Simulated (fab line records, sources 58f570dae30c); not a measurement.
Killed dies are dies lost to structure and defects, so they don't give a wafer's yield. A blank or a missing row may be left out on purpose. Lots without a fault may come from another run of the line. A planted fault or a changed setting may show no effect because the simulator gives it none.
Split-lot experiment | flow berkeley_cmos170 | 5 lots, 23 wafers read, on a route of 331 steps

THE SPLIT
At UCB170_V2_CMP_02 (polishes SiO2), the setting leave_above_ref_nm was moved away from the recipe's 1000 nm on 8 of the 23 wafers read, by +2.0% to +4.5%. The other wafers ran this setting at the recipe's value.

The file shows no step between the split and the reading.

THE READING
V2_POLISHED_THK, in nm, at UCB170_V2_THK_MEAS_04. Fault-free wafers of this fab line usually give 1000.5 nm, standard deviation 1.6 nm.

wafer  | tool, chamber at the split | leave_above_ref_nm as run, nm | against the recipe | V2_POLISHED_THK, nm | against lot-mates on the recipe
L074.1 | cmp-01, 0                  | 1000                          | recipe             | 999.3               | -
L074.2 | cmp-01, 2                  | 1000                          | recipe             | 1001.4              | -
L074.3 | cmp-01, 3                  | 1000                          | recipe             | 1002.0              | -
L074.4 | cmp-01, 1                  | 1000                          | recipe             | 999.0               | -
L074.5 | cmp-01, 0                  | 1000                          | recipe             | 1001.0              | -
L076.1 | cmp-01, 0                  | 1000                          | recipe             | 1001.7              | -
L076.2 | cmp-01, 3                  | 1000                          | recipe             | 1002.6              | -
L076.6 | cmp-01, 3                  | 1000                          | recipe             | 1004.0              | -
L085.1 | cmp-01, 3                  | 1000                          | recipe             | 1003.4              | -
L085.2 | cmp-01, 2                  | 1030                          | +3.0%              | 1028.3              | +27.2
L085.4 | cmp-01, 1,0                | 1030                          | +3.0%              | 1026.7              | +25.7
L085.5 | cmp-01, 1,0                | 1030                          | +3.0%              | 1032.0              | +31.0
L085.6 | cmp-01, 1                  | 1000                          | recipe             | 998.7               | -
L082.2 | cmp-02, 1                  | 1000                          | recipe             | 1000.8              | -
L082.3 | cmp-02, 3                  | 1045                          | +4.5%              | 1045.5              | +44.4
L082.4 | cmp-02, 0                  | 1000                          | recipe             | 1001.4              | -
L082.5 | cmp-02, 2,3                | 1045                          | +4.5%              | 1044.4              | +43.3
L082.6 | cmp-02, 2,3                | 1045                          | +4.5%              | 1045.7              | +44.6
L080.1 | cmp-01, 0                  | 1000                          | recipe             | 1001.0              | -
L080.2 | cmp-01, 3                  | 1000                          | recipe             | 1001.7              | -
L080.4 | cmp-01, 1                  | 1020                          | +2.0%              | 1018.7              | +18.5
L080.5 | cmp-01, 2                  | 1020                          | +2.0%              | 1019.0              | +18.8
L080.6 | cmp-01, 1                  | 1000                          | recipe             | 998.0               | -
Where a row lists several chambers, the file gives one row for several wafers and doesn't say which wafer went through which chamber.

THE FIT
A straight line over all 23 wafers: V2_POLISHED_THK changes by +9.63 nm for each +1% of leave_above_ref_nm; r = +0.99; the points scatter about the line by 1.8 nm.
The same after taking each lot's own level away (the mean of its wafers on the recipe; 23 wafers): +9.65 nm for each +1%; r = +1.00; scatter 1.5 nm.
On that fit, the largest move of leave_above_ref_nm shifts the reading by 43 nm.
The lots' own levels span 1000.23 to 1002.77 nm, that is 1.6 times the standard deviation above.
So the lot-to-lot level changes the slope little: the two slopes agree.
Check: with one of the wafers moved furthest among these (+4.5%) left out of the fit, the line predicts +43 nm for it against its lot-mates. It came out at +44.4 nm against them.

OTHER SPLITS ON THESE WAFERS
These wafers also went through other splits before the reading. Each is held against what the fit with the lots' levels taken away leaves over:
other split on the same wafers | wafers away from the commonest value | r with V2_POLISHED_THK (lot level and that fit taken away)
UCB170_M2_EXPOSE_12 dose_mj    | 9                                    | -0.01

THE WHOLE CHAIN: every reading that the file lists as answering this split, in the file's order
step                  | what it does                                                              | reading                                                                   | change (the file's fit)              | r (the file's)
UCB170_V2_CMP_02      | polishes SiO2                                                             | SiO2_of_V2_CVD_00.thk_nm (the simulator's own value, which no gauge read) | +9.72 nm for each +1% of the setting | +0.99
UCB170_V2_THK_MEAS_04 |                                                                           | V2_POLISHED_THK                                                           | +9.61 for each +1% of the setting    | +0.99
UCB170_V2_ETCH_14     | etches SiO2 in CHF3/CF4/Ar, stops on Al, target depth 1250 nm, time 291 s | V2.feature_depth_nm (the simulator's own value, which no gauge read)      | +9.69 nm for each +1% of the setting | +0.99

THE FILE'S OWN FIT
V2_POLISHED_THK changes by +9.61 nm for each +1% of leave_above_ref_nm, r = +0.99.
